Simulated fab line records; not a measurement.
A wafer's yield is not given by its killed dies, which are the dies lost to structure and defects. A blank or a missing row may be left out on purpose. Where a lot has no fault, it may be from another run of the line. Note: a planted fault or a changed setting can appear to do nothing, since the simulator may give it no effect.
Matching of chambers -- flow berkeley cmos170 -- UCB170_V1_ETCH_14 on rie diel-03: 3 sister chambers
The step etches SiO2 in CHF3/CF4/Ar, stops on Al, target depth 1250 nm, time 291 s. 6 wafers are shown with their chamber, then 3 later ones without.

## WAFERS WITH THEIR CHAMBER
wafer,chamber,throttle valve pct (%),oes product au (a.u.)
L233.2,2,6.84,0.880
L237.2,0,6.82,0.867
L237.3,1,6.96,0.890
L237.4,2,6.83,0.878
L235.1,0,6.81,0.873
L235.4,1,6.96,0.894

## WAFERS WITHOUT THEIR CHAMBER
wafer,throttle valve pct (%),oes product au (a.u.)
L247.3,6.96,0.903
L247.4,6.82,0.874
L248.5,6.82,0.873

## WHICH CHAMBER EACH ONE RAN IN
wafer,from the rows above,in truth
L247.3,1,1
L247.4,can't be placed: 0 or 2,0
L248.5,can't be placed: 0 or 2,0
Correct placement for 1 of the 3. Not placeable from these rows: 2 (in 2, the candidates include the true chamber). Wrongly placed: 0.
How it was worked out, from the rows above alone: a wafer's distance from a chamber is the root of the sum, over the readings, of the square of ((its reading less the chamber's mean) divided by the reading's scatter). The wafer belongs to the nearest chamber; if the next one is less than 2 further off, it can't be placed. For every chamber, the mean is computed from those of its wafers that are shown. How the scatter is found: for the shown wafers, subtract from each reading the mean of its chamber, square and add these, divide the total by (wafers less chambers), then take the root.
